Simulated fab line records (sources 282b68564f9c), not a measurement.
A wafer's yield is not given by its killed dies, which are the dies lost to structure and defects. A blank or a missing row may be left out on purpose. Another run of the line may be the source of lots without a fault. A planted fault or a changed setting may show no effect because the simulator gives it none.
fab line records | flow rit-cmos
[record] lots = 6 | wafers = 18 | last-day = 7
route steps=202 shown WELLDRIVE@50 NWELL@51 PWELL@52 NRETRO@53 PRETRO@64 GATE@75 FOX2@80 M1@202
lots with no fault: from the same line, run without faults
start-h: hours from the record's opening day to when the first of the lot's shown wafers began | wait-h: hours from the lot's prior step to this one | " as in the row above | L1.1+2: one row covering several wafers at once | - value missing, or start not given | * or withheld: withheld | < > ~ a bound
route shown NAME@n: NAME is a module with steps in the file, n the number in the route of the first one | usual: average and standard deviation across the fault-free wafers | same: alike in all rows | chamber/n: place in a boat | sites: each site's reading | _std_site: how widely they spread, as a standard deviation | _edge_site: outer sites' mean less inner sites' | radius-mm: for every site, how far away it sits from the centre of the wafer | mask NAME#n: copy n | behind: tool/chamber where the wafer was last shaped | hold: cause of the lot's hold/its duration in hours/its outcome | device: which transistor (n, p or np) failed to switch | end of line: the route-end tests of the same wafers | a step without rows: its recipe alone | killed: dies lost to structure and defects at the first sort, not the wafer's yield | map: dies across one wafer; x = killed, . = not, _ = none there
set.NAME: the setting as run; set.NAME@STEP: as run at that earlier step | model.NAME: the simulator's own value behind a step, which no gauge read
certain route steps with their lots: each step a table, each wafer a row
services: when a tool's chamber went out of use (start-h, in hours from the record's first day, below 0 if earlier), for how many hours, and the reason
[[steps]]
[step RIT_WELLDRIVE_ANNEAL_00]
[recipe] temp-c = 1100 | time-s = 14700 | ambient = N2
[step RIT_WELLDRIVE_RS_MEAS_01]
[recipe] thk-meas-gauge = four-point-probe
[usual] NWELL_RS = 275.4/0.8
lot.wafer | tool          | chamber | start-h | wait-h | NWELL_RS[ohm/sq]
L919.2    | film-metro-02 | -       | 30.65   | 0.0    | 277.0
L919.3    | "             | -       | "       | "      | 276.1
L919.5    | "             | -       | "       | "      | 276.6
L922.1    | film-metro-04 | -       | 44.58   | 0.0    | 275.1
L922.2    | "             | -       | "       | "      | 274.9
L922.5    | "             | -       | "       | "      | 274.2
L930.3    | film-metro-02 | -       | 86.31   | 0.0    | 274.4
L930.4    | "             | -       | "       | "      | 274.6
L930.6    | "             | -       | "       | "      | 273.9
L931.1    | film-metro-01 | -       | 98.88   | 0.0    | 276.0
L931.2    | "             | -       | "       | "      | 277.4
L931.3    | "             | -       | "       | "      | 276.0
L939.4    | film-metro-02 | -       | 131.94  | 0.1    | 274.6
L939.5    | "             | -       | "       | "      | 274.4
L939.6    | "             | -       | "       | "      | 274.4
L941.3    | film-metro-02 | -       | 139.64  | 0.0    | 275.1
L941.4    | "             | -       | "       | "      | 274.8
L941.5    | "             | -       | "       | "      | 275.4
[step RIT_WELLDRIVE_RS_MEAS_02]
[recipe] thk-meas-gauge = four-point-probe
[usual] PWELL_RS = 429.4/1.3
lot.wafer | tool          | chamber | start-h | wait-h | PWELL_RS[ohm/sq]
L919.2    | film-metro-02 | -       | 30.77   | 0.1    | 428.9
L919.3    | "             | -       | "       | "      | 429.0
L919.5    | "             | -       | "       | "      | 427.8
L922.1    | film-metro-04 | -       | 44.70   | 0.1    | 430.2
L922.2    | "             | -       | "       | "      | 430.6
L922.5    | "             | -       | "       | "      | 429.4
L930.3    | film-metro-02 | -       | 86.43   | 0.1    | 429.5
L930.4    | "             | -       | "       | "      | 429.2
L930.6    | "             | -       | "       | "      | 429.0
L931.1    | film-metro-01 | -       | 99.00   | 0.1    | 426.8
L931.2    | "             | -       | "       | "      | 428.1
L931.3    | "             | -       | "       | "      | 429.0
L939.4    | film-metro-02 | -       | 132.06  | 0.1    | 431.7
L939.5    | "             | -       | "       | "      | 432.3
L939.6    | "             | -       | "       | "      | 431.0
L941.3    | film-metro-02 | -       | 139.76  | 0.1    | 428.2
L941.4    | "             | -       | "       | "      | 427.7
L941.5    | "             | -       | "       | "      | 429.0
[step RIT_NRETRO_HMDS_00]
[recipe] prime-time-s = 60 | prime-temp-c = 140
[step RIT_NRETRO_COAT_01]
[recipe] resist = NOVOLAK | spin-rpm = 2000 | resist-thk-nm = 1300
[step RIT_NRETRO_SOFTBAKE_02]
[recipe] resist = NOVOLAK | temp-c = 89.46 | time-s = 60
[step RIT_NRETRO_EXPOSE_03]
[recipe] mask-id = M4 | na = 0.57 | target-cd-nm = 43900 | dose-mj = 250
[step RIT_NRETRO_PEB_04]
[recipe] resist = NOVOLAK | temp-c = withheld | time-s = withheld
[step RIT_NRETRO_DEVELOP_05]
[recipe] resist = NOVOLAK | develop-time-s = 68 | dev-temp-c = 23
[step RIT_NRETRO_OVL_MEAS_06]
[usual] NRETRO_OVL = -0.5/1.3
lot.wafer | tool       | chamber | start-h | wait-h | NRETRO_OVL[nm]
L919.2    | overlay-01 | -       | 31.76   | -      | 1.7
L919.3    | "          | -       | "       | "      | 0.8
L919.5    | "          | -       | "       | "      | -2.1
L922.1    | overlay-02 | -       | 45.88   | -      | -2.5
L922.2    | "          | -       | "       | "      | -1.6
L922.5    | "          | -       | "       | "      | -0.6
L930.3    | overlay-02 | -       | 87.40   | -      | -0.6
L930.4    | "          | -       | "       | "      | 0.6
L930.6    | "          | -       | "       | "      | 0.7
L931.1    | overlay-02 | -       | 100.00  | -      | -1.3
L931.2    | "          | -       | "       | "      | -1.8
L931.3    | "          | -       | "       | "      | 1.6
L939.4    | overlay-01 | -       | 133.02  | -      | -2.5
L939.5    | "          | -       | "       | "      | -1.6
L939.6    | "          | -       | "       | "      | -2.1
L941.3    | overlay-02 | -       | 140.93  | -      | -0.7
L941.4    | "          | -       | "       | "      | -0.4
L941.5    | "          | -       | "       | "      | -2.3
[step RIT_NRETRO_HARDBAKE_07]
[recipe] resist = NOVOLAK | temp-c = 140 | time-s = 120
[step RIT_NRETRO_IMPLANT_08]
[recipe] species = P | energy-kev = 69.03 | dose-cm2 = 1e+13 | tilt-deg = 7
[step RIT_NRETRO_STRIP_09]
[recipe] chemistry = O2 | time-s = 180 | resist = NOVOLAK | platen-temp-c = withheld | power-w = 500 | pressure-mtorr = 4000 | o2-flow-sccm = 4000
[usual] drypump-motor-current-A = 5.9/0.31
lot.wafer | tool            | chamber | start-h | wait-h | drypump-motor-current-A | rf-hours-counter-h
L919.2    | plasma-asher-04 | 0       | 32.40   | 0.1    | 6.1                     | 39
L919.3    | "               | 0       | "       | "      | 6.1                     | -
L919.5    | "               | 0       | "       | "      | 6.1                     | -
L922.1    | plasma-asher-03 | 1       | 46.32   | 0.1    | 6.1                     | 37
L922.2    | "               | 0       | "       | "      | 6.2                     | 37
L922.5    | "               | 1       | "       | "      | 6.1                     | -
L930.3    | plasma-asher-03 | 1       | 87.89   | 0.1    | 6.1                     | -
L930.4    | "               | 0       | "       | "      | 6.2                     | -
L930.6    | "               | 1       | "       | "      | 6.1                     | -
L931.1    | plasma-asher-03 | 0       | 100.43  | 0.1    | 6.2                     | 43
L931.2    | "               | 1       | "       | "      | 6.1                     | 43
L931.3    | "               | 0       | "       | "      | 6.1                     | -
L939.4    | plasma-asher-02 | 0       | 133.59  | 0.1    | 5.6                     | -
L939.5    | "               | 0       | "       | "      | 5.7                     | -
L939.6    | "               | 1       | "       | "      | 5.6                     | -
L941.3    | plasma-asher-04 | 0       | 141.41  | 0.1    | 6.1                     | -
L941.4    | "               | 1       | "       | "      | 5.3                     | -
L941.5    | "               | 1       | "       | "      | 5.3                     | -
[step RIT_NRETRO_TW_MEAS_10]
[usual] NRETRO_TW = 1057/12
lot.wafer | tool          | chamber | start-h | wait-h | NRETRO_TW
L919.2    | film-metro-01 | -       | 32.59   | 0.1    | 1065
L919.3    | "             | -       | "       | "      | 1066
L919.5    | "             | -       | "       | "      | 1069
L922.1    | film-metro-01 | -       | 46.49   | 0.1    | 1064
L922.2    | "             | -       | "       | "      | 1071
L922.5    | "             | -       | "       | "      | 1075
L930.3    | film-metro-01 | -       | 88.02   | 0.1    | 1071
L930.4    | "             | -       | "       | "      | 1071
L930.6    | "             | -       | "       | "      | 1075
L931.1    | film-metro-01 | -       | 100.61  | 0.1    | 1073
L931.2    | "             | -       | "       | "      | 1071
L931.3    | "             | -       | "       | "      | 1060
L939.4    | film-metro-01 | -       | 133.74  | 0.1    | 1074
L939.5    | "             | -       | "       | "      | 1078
L939.6    | "             | -       | "       | "      | 1069
L941.3    | film-metro-03 | -       | 141.54  | 0.1    | 1052
L941.4    | "             | -       | "       | "      | 1045
L941.5    | "             | -       | "       | "      | 1048
[step RIT_PRETRO_HMDS_00]
[recipe] prime-time-s = 60 | prime-temp-c = 140
[step RIT_PRETRO_COAT_01]
[recipe] resist = NOVOLAK | spin-rpm = 2000 | resist-thk-nm = 1300
[step RIT_PRETRO_SOFTBAKE_02]
[recipe] resist = NOVOLAK | temp-c = 90 | time-s = 60
[step RIT_PRETRO_EXPOSE_03]
[recipe] mask-id = M5 | na = 0.57 | target-cd-nm = 43700 | dose-mj = 250
[step RIT_PRETRO_PEB_04]
[recipe] resist = NOVOLAK | temp-c = withheld | time-s = withheld
[step RIT_PRETRO_DEVELOP_05]
[recipe] resist = NOVOLAK | develop-time-s = 68 | dev-temp-c = 23
[step RIT_PRETRO_OVL_MEAS_06]
[usual] PRETRO_OVL = -0.5/1.5
lot.wafer | tool       | chamber | start-h | wait-h | PRETRO_OVL[nm]
L919.2    | overlay-02 | -       | 33.56   | -      | -3.7
L919.3    | "          | -       | "       | "      | -3.0
L919.5    | "          | -       | "       | "      | -4.0
L922.1    | overlay-02 | -       | 47.43   | -      | -1.5
L922.2    | "          | -       | "       | "      | -2.8
L922.5    | "          | -       | "       | "      | -0.3
L930.3    | overlay-01 | -       | 89.08   | -      | 0.8
L930.4    | "          | -       | "       | "      | -0.1
L930.6    | "          | -       | "       | "      | 0.6
L931.1    | overlay-02 | -       | 101.70  | -      | -2.3
L931.2    | "          | -       | "       | "      | -3.3
L931.3    | "          | -       | "       | "      | -3.3
L939.4    | overlay-01 | -       | 134.66  | -      | -0.8
L939.5    | "          | -       | "       | "      | -1.0
L939.6    | "          | -       | "       | "      | 0.4
L941.3    | overlay-02 | -       | 142.60  | -      | -2.4
L941.4    | "          | -       | "       | "      | 0.1
L941.5    | "          | -       | "       | "      | -2.6
[step RIT_PRETRO_HARDBAKE_07]
[recipe] resist = NOVOLAK | temp-c = 140 | time-s = 120
[step RIT_PRETRO_IMPLANT_08]
[recipe] species = B | energy-kev = 45 | dose-cm2 = 1.2e+13 | tilt-deg = 7
[step RIT_PRETRO_STRIP_09]
[recipe] chemistry = O2 | time-s = 180 | resist = NOVOLAK | platen-temp-c = withheld | power-w = 500 | pressure-mtorr = 4000 | o2-flow-sccm = 4000
[usual] drypump-motor-current-A = 5.89/0.29
lot.wafer | tool            | chamber | start-h | wait-h | drypump-motor-current-A | rf-hours-counter-h
L919.2    | plasma-asher-03 | 0       | 33.99   | 0.1    | 6.15                    | 36
L919.3    | "               | 1       | "       | "      | 6.07                    | -
L919.5    | "               | 1       | "       | "      | 6.07                    | -
L922.1    | plasma-asher-03 | 0       | 47.87   | 0.1    | 6.16                    | 37
L922.2    | "               | 1       | "       | "      | 6.08                    | 37
L922.5    | "               | 1       | "       | "      | 6.06                    | -
L930.3    | plasma-asher-03 | 1       | 89.56   | 0.1    | 6.04                    | -
L930.4    | "               | 0       | "       | "      | 6.15                    | -
L930.6    | "               | 1       | "       | "      | 6.08                    | -
L931.1    | plasma-asher-04 | 0       | 102.14  | 0.1    | 6.07                    | 46
L931.2    | "               | 1       | "       | "      | 5.31                    | 46
L931.3    | "               | 0       | "       | "      | 6.08                    | -
L939.4    | plasma-asher-03 | 0       | 135.14  | 0.1    | 6.17                    | -
L939.5    | "               | 1       | "       | "      | 6.08                    | -
L939.6    | "               | 0       | "       | "      | 6.16                    | -
L941.3    | plasma-asher-03 | 1       | 143.08  | 0.1    | 6.07                    | -
L941.4    | "               | 0       | "       | "      | 6.16                    | -
L941.5    | "               | 1       | "       | "      | 6.08                    | -
[step RIT_PRETRO_TW_MEAS_10]
[usual] PRETRO_TW = 476/5.3
lot.wafer | tool          | chamber | start-h | wait-h | PRETRO_TW
L919.2    | film-metro-01 | -       | 34.17   | 0.1    | 487
L919.3    | "             | -       | "       | "      | 486
L919.5    | "             | -       | "       | "      | 486
L922.1    | film-metro-03 | -       | 48.04   | 0.1    | 479
L922.2    | "             | -       | "       | "      | 481
L922.5    | "             | -       | "       | "      | 479
L930.3    | film-metro-03 | -       | 89.70   | 0.1    | 478
L930.4    | "             | -       | "       | "      | 478
L930.6    | "             | -       | "       | "      | 475
L931.1    | film-metro-03 | -       | 102.31  | 0.1    | 475
L931.2    | "             | -       | "       | "      | 476
L931.3    | "             | -       | "       | "      | 474
L939.4    | film-metro-03 | -       | 135.29  | 0.1    | 481
L939.5    | "             | -       | "       | "      | 480
L939.6    | "             | -       | "       | "      | 477
L941.3    | film-metro-03 | -       | 143.22  | 0.1    | 479
L941.4    | "             | -       | "       | "      | 477
L941.5    | "             | -       | "       | "      | 475
[step RIT_GATE_WET_ETCH_00]
[recipe] chemistry = BOE | target = SiO2 | target-depth-nm = 56 | time-s = 60 | dry = n2-spin | dilution = 10:1 | temp-c = 21.5
[step RIT_GATE_CLEAN_01]
[recipe] chemistry = SC1 | mix = 3:3:50 | time-s = 600 | temp-c = 75
[step RIT_GATE_CLEAN_02]
[recipe] chemistry = dHF | dilution = 50:1 | time-s = 30
[step RIT_GATE_CLEAN_03]
[recipe] chemistry = SC2 | mix = 3:3:50 | time-s = 600 | temp-c = 75 | dry = n2-spin
[step RIT_GATE_CLEAN_04]
[recipe] chemistry = dHF | dilution = 50:1 | time-s = 60 | dry = n2-spin
[step RIT_FOX2_THK_MEAS_91]
[recipe] reads = SiO2_of_FOX2_OXIDATION_00
[usual] FIELD_OXIDE_LEFT_2_THK = 254/7.4
lot.wafer | tool          | chamber | start-h | wait-h | FIELD_OXIDE_LEFT_2_THK[nm]
L919.2    | film-metro-03 | -       | 34.65   | 0.0    | 246
L919.3    | "             | -       | "       | "      | 248
L919.5    | "             | -       | "       | "      | 245
L922.1    | film-metro-04 | -       | 48.56   | 0.0    | 266
L922.2    | "             | -       | "       | "      | 263
L922.5    | "             | -       | "       | "      | 263
L930.3    | film-metro-02 | -       | 90.18   | 0.0    | 266
L930.4    | "             | -       | "       | "      | 266
L930.6    | "             | -       | "       | "      | 271
L931.1    | film-metro-02 | -       | 102.79  | 0.0    | 245
L931.2    | "             | -       | "       | "      | 250
L931.3    | "             | -       | "       | "      | 246
L939.4    | film-metro-02 | -       | 135.80  | 0.0    | 252
L939.5    | "             | -       | "       | "      | 257
L939.6    | "             | -       | "       | "      | 248
L941.3    | film-metro-02 | -       | 143.71  | 0.0    | 256
L941.4    | "             | -       | "       | "      | 257
L941.5    | "             | -       | "       | "      | 257
[step RIT_GATE_OXIDATION_05]
[recipe] temp-c = 900 | ambient = O2 | target-thk-a = 30 | ox-time-s = 270
[step RIT_GATE_ANNEAL_06]
[recipe] temp-c = 900 | time-s = 600 | ambient = N2O
[step RIT_GATE_THK_MEAS_07]
[recipe] reads = SiO2_of_GATE_OXIDATION_05
[usual] GATE_OXIDE_THK = 2.99/0.064
lot.wafer | tool          | chamber | start-h | wait-h | GATE_OXIDE_THK[nm]
L919.2    | film-metro-03 | -       | 36.03   | 0.0    | 2.97
L919.3    | "             | -       | "       | "      | 2.93
L919.5    | "             | -       | "       | "      | 2.96
L922.1    | film-metro-03 | -       | 52.24   | 0.0    | 3.03
L922.2    | "             | -       | "       | "      | 3.01
L922.5    | "             | -       | "       | "      | 3.03
L930.3    | film-metro-03 | -       | 95.11   | 0.0    | 2.96
L930.4    | "             | -       | "       | "      | 2.99
L930.6    | "             | -       | "       | "      | 2.96
L931.1    | film-metro-02 | -       | 107.38  | 0.0    | 3.02
L931.2    | "             | -       | "       | "      | 2.96
L931.3    | "             | -       | "       | "      | 3.05
L939.4    | film-metro-03 | -       | 137.67  | 0.0    | 2.95
L939.5    | "             | -       | "       | "      | 2.91
L939.6    | "             | -       | "       | "      | 2.95
L941.3    | film-metro-02 | -       | 147.89  | 0.0    | 2.95
L941.4    | "             | -       | "       | "      | 3.03
L941.5    | "             | -       | "       | "      | 2.97
[step RIT_GATE_CVD_08]
[recipe] material = poly-Si | target-thk-nm = 250 | temp-c = 610 | precursor = SiH4 | time-s = 2220 | pressure-mtorr = 300 | sih4-flow-sccm = 100
[step RIT_GATE_THK_MEAS_09]
[recipe] reads = poly-Si_of_GATE_CVD_08
[usual] GATE_POLY_THK = 250.8/2
lot.wafer | tool          | chamber | start-h | wait-h | GATE_POLY_THK[nm]
L919.2    | film-metro-02 | -       | 37.99   | 0.0    | 255.5
L919.3    | "             | -       | "       | "      | 254.6
L919.5    | "             | -       | "       | "      | 255.8
L922.1    | film-metro-03 | -       | 53.92   | 0.0    | 251.0
L922.2    | "             | -       | "       | "      | 250.3
L922.5    | "             | -       | "       | "      | 249.4
L930.3    | film-metro-04 | -       | 96.79   | 0.0    | 253.0
L930.4    | "             | -       | "       | "      | 249.5
L930.6    | "             | -       | "       | "      | 247.8
L931.1    | film-metro-02 | -       | 109.05  | 0.0    | 248.1
L931.2    | "             | -       | "       | "      | 249.7
L931.3    | "             | -       | "       | "      | 248.9
L939.4    | film-metro-03 | -       | 139.76  | 0.0    | 249.3
L939.5    | "             | -       | "       | "      | 249.2
L939.6    | "             | -       | "       | "      | 248.1
L941.3    | film-metro-03 | -       | 149.57  | 0.0    | 250.6
L941.4    | "             | -       | "       | "      | 251.9
L941.5    | "             | -       | "       | "      | 249.8
[step RIT_GATE_HMDS_10]
[recipe] prime-time-s = 60 | prime-temp-c = 140
[step RIT_GATE_COAT_11]
[recipe] resist = NOVOLAK | spin-rpm = 4250 | resist-thk-nm = 856
[step RIT_GATE_SOFTBAKE_12]
[recipe] resist = NOVOLAK | temp-c = 90 | time-s = 60
[step RIT_GATE_EXPOSE_13]
[recipe] mask-id = M6 | na = 0.6 | source-shape = conventional | sigma-outer = 0.6 | target-cd-nm = 150 | dose-mj = 380
[step RIT_GATE_PEB_14]
[recipe] resist = NOVOLAK | temp-c = withheld | time-s = withheld
[step RIT_GATE_DEVELOP_15]
[recipe] resist = NOVOLAK | develop-time-s = 50 | dev-temp-c = 23
[step RIT_M1_PROBE_99]
[usual] killed-at-front-end = 7/3.4 | killed-dies = 7/3.4 | killed-on-rim = 1.8/1.3 | killed-open = 3.7/2.2 | killed-short = 3.6/2.2
[same] gross-dies = 264 | killed_at_M0_to_M3 = 0 | killed_at_M4_up = 0 | killed-at-back-side = 0 | killed-at-contacts = 0 | killed-at-other = 0
lot.wafer | tool      | chamber | start-h | wait-h | killed-at-front-end | killed-dies | killed-on-rim | killed-open | killed-short
L922.1    | prober-01 | -       | 76.29   | 0.1    | 2                   | 2           | 2             | 2           | 0
L922.2    | prober-01 | -       | 76.34   | 0.1    | 13                  | 13          | 4             | 9           | 4
L922.5    | prober-01 | -       | 76.49   | 0.2    | 13                  | 13          | 5             | 4           | 9
L930.3    | prober-01 | -       | 118.70  | 0.2    | 13                  | 13          | 3             | 7           | 6
L930.4    | prober-01 | -       | 118.75  | 0.2    | 26                  | 26          | 8             | 6           | 3
L930.6    | prober-01 | -       | 118.85  | 0.2    | 10                  | 10          | 3             | 6           | 4
L931.1    | prober-02 | -       | 131.71  | 0.1    | 25                  | 25          | 9             | 4           | 4
L931.2    | prober-02 | -       | 131.76  | 0.1    | 6                   | 6           | 2             | 3           | 3
L931.3    | prober-02 | -       | 131.81  | 0.2    | 24                  | 24          | 12            | 4           | 4
L939.4    | prober-02 | -       | 161.07  | 0.2    | 6                   | 6           | 1             | 0           | 6
L939.5    | prober-02 | -       | 161.12  | 0.2    | 7                   | 7           | 2             | 2           | 5
L939.6    | prober-02 | -       | 161.17  | 0.2    | 5                   | 5           | 0             | 3           | 2
L941.3    | prober-02 | -       | 171.66  | 0.2    | 4                   | 4           | 0             | 3           | 1
L941.4    | prober-02 | -       | 171.71  | 0.2    | 6                   | 6           | 1             | 4           | 2
L941.5    | prober-02 | -       | 171.76  | 0.2    | 3                   | 3           | 0             | 1           | 2
// killed by level:class
L922.1 FOX2:geometric-particle:open=1 GATE:geometric-particle:open=1
L922.2 FOX1:geometric-particle:open=3 GATE:geometric-particle:open=3 SPACER:geometric-particle:open=2 SILICIDE:geometric-particle:short=2 FOX2:geometric-particle:open=1 GATE:geometric-particle:short=1 SPACER:geometric-particle:short=1
L922.5 GATE:geometric-particle:short=6 GATE:geometric-particle:open=3 REOX:geometric-particle:short=1 SPACER:geometric-particle:open=1 SPACER:geometric-particle:short=1 SILICIDE:geometric-particle:short=1
L930.3 GATE:geometric-particle:short=5 FOX1:geometric-particle:open=3 GATE:geometric-particle:open=3 SILICIDE:geometric-particle:short=1 SILICIDE:geometric-particle:open=1
L930.4 NRETRO:unspecified=17 GATE:geometric-particle:open=3 REOX:geometric-particle:open=2 FOX1:geometric-particle:open=1 GATE:geometric-particle:short=1 REOX:geometric-particle:short=1 SILICIDE:geometric-particle:short=1
L930.6 FOX1:geometric-particle:open=2 FOX1:geometric-particle:short=1 FOX2:geometric-particle:open=1 GATE:geometric-particle:short=1 GATE:geometric-particle:open=1 REOX:geometric-particle:short=1 REOX:geometric-particle:open=1 SPACER:geometric-particle:open=1
L931.1 NRETRO:unspecified=17 FOX1:geometric-particle:short=1 FOX1:geometric-particle:open=1 FOX2:geometric-particle:open=1 GATE:geometric-particle:short=1 REOX:geometric-particle:open=1 SPACER:geometric-particle:short=1 SPACER:geometric-particle:open=1
L931.2 SPACER:geometric-particle:open=2 ACTIVE:geometric-particle:short=1 GATE:geometric-particle:short=1 GATE:geometric-particle:open=1 SPACER:geometric-particle:short=1
L931.3 NRETRO:unspecified=16 FOX1:geometric-particle:open=2 FOX1:geometric-particle:short=1 FOX2:geometric-particle:short=1 FOX2:geometric-particle:open=1 REOX:geometric-particle:open=1 SPACER:geometric-particle:short=1 SILICIDE:geometric-particle:short=1
L939.4 REOX:geometric-particle:short=2 FOX1:geometric-particle:short=1 FOX2:geometric-particle:short=1 GATE:geometric-particle:short=1 SPACER:geometric-particle:short=1
L939.5 FOX1:geometric-particle:short=2 FOX1:geometric-particle:open=1 FOX2:geometric-particle:short=1 GATE:geometric-particle:short=1 REOX:geometric-particle:open=1 SILICIDE:geometric-particle:short=1
L939.6 SPACER:geometric-particle:open=2 FOX2:geometric-particle:short=1 REOX:geometric-particle:open=1 SPACER:geometric-particle:short=1
L941.3 SILICIDE:geometric-particle:open=2 GATE:geometric-particle:open=1 GATE:geometric-particle:short=1
L941.4 GATE:geometric-particle:open=2 SPACER:geometric-particle:open=2 FOX1:geometric-particle:short=1 SILICIDE:geometric-particle:short=1
L941.5 FOX2:geometric-particle:short=1 GATE:geometric-particle:open=1 GATE:geometric-particle:short=1
// map L930.4 (x killed, . not)
________......._______
_____.............____
____..........x....___
___.....x...........__
__..x................_
__x.............x...._
_xxxx.................
_xxxx....x............
_xxxx.................
_xxx..................
__x......x.......x..._
__..........x........_
___.................__
____...............___
_____......x......____
________......._______
// map L931.1 (x killed, . not)
________......._______
_____....x........____
____...............___
___.................__
__..................._
__xx................._
_xxx..x...............
_xxx..x.............x.
_xxx..................
_xxx..................
__xx.......xx........_
__x.................._
___............x....__
____...............___
_____.....x.......____
________......._______
[[services]]
tool            | chamber | start-h | hours | kind
plasma-asher-03 | -       | 23.76   | 2.9   | repair
plasma-asher-02 | -       | 104.47  | 14.6  | pm
plasma-asher-04 | -       | 108.84  | 9.0   | pm
plasma-asher-04 | 0       | 108.84  | 9.0   | vent-cycle
plasma-asher-04 | 1       | 108.84  | 9.0   | vent-cycle
plasma-asher-04 | 0       | 117.84  | -     | clean
plasma-asher-04 | 1       | 117.84  | -     | clean
[[key]]
[first-sign] step = RIT_M1_PROBE_99 | reading = killed-at-front-end | direction = up | sigmas = 5.2 | usual = 7 | struck = 25
[effect] step = RIT_M1_PROBE_99 | reading = killed-dies | direction = up | sigmas = 5.2 | usual = 7 | struck = 25
met-at RIT_NRETRO_STRIP_09
struck-wafers L930.4,L931.1,L931.3
tester-left-out L930,L931
onset-between 46.32 87.89
[fault] kind = chamber-particle-source | tool = plasma-asher-03 | chamber = 0 | onset-h = 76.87 | steps = RIT_NRETRO_STRIP_09 | rate-per-visit-cm2 = 1.3973 | end-h = 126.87
// tester-left-out: of these lots the tester's yield and bins aren't shown, on N5 and GAA mostly nor the transistor test; their killed dies are dies lost to structure and defects alone, not to doping, threshold or leakage, so they don't give the yield
